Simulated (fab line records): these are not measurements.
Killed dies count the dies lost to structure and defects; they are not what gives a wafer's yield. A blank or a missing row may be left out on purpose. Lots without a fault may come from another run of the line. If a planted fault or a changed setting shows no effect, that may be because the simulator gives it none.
Which tool is to blame? | flow berkeley_cmos170 | 7 lots with 21 wafers sampled at 2 steps, on a route of 331 steps

## WHAT THE GAUGES READ, wafer by wafer
UCB170_PLDD_TW_MEAS_11.
lot  | measured     | on            | PLDD_TW
L429 | day 6 18:50  | film_metro-03 | 1007 1008 1008
L431 | day 7 00:34  | film_metro-02 | 1014 1008 1012
L434 | day 8 00:10  | film_metro-02 | 1000 1004 999
L440 | day 9 04:51  | film_metro-01 | 1014 1020 1011
L442 | day 9 21:31  | film_metro-02 | 1000 997 1003
L445 | day 10 12:00 | film_metro-02 | 1001 998 998
L451 | day 11 04:43 | film_metro-01 | 1012 1022 1018

## EACH LOT AND THE TOOL THAT RAN IT (in order: tool; ch and the chambers of the sampled wafers; start)
lot  | UCB170_PLDD_DEVELOP_05
L429 | litho_track-02 ch 0, day 6 18:00
L431 | litho_track-02 ch 0, day 6 23:00
L434 | litho_track-04 ch 0, day 7 23:00
L440 | litho_track-04 ch 0, day 9 04:00
L442 | litho_track-03 ch 0, day 9 20:00
L445 | litho_track-04 ch 0, day 10 11:00
L451 | litho_track-04 ch 0, day 11 04:00
- UCB170_PLDD_DEVELOP_05: develop time 45 s.

## THE ANSWER, worked out from the rows above alone
Rule: what is usual is taken from the lots themselves. The widest of any qualifying gaps counts: lots, ordered by their means at a reading, are off when they make up no more than a third of the lots, leave a main group of 4 or more, and stand apart from it by 3 or more times the standard deviation of that group's means. The tables above print the reading to a certain number of digits; a main group whose means all agree to those digits is not used. Also off: a lot with no number at a reading for which 4 or more lots have one. Where the step has rows for the other lots, those lots are counted as sound.
Nothing can be told from this: no lot is off at any reading shown.

## WHAT THE SIMULATOR HAD PUT IN
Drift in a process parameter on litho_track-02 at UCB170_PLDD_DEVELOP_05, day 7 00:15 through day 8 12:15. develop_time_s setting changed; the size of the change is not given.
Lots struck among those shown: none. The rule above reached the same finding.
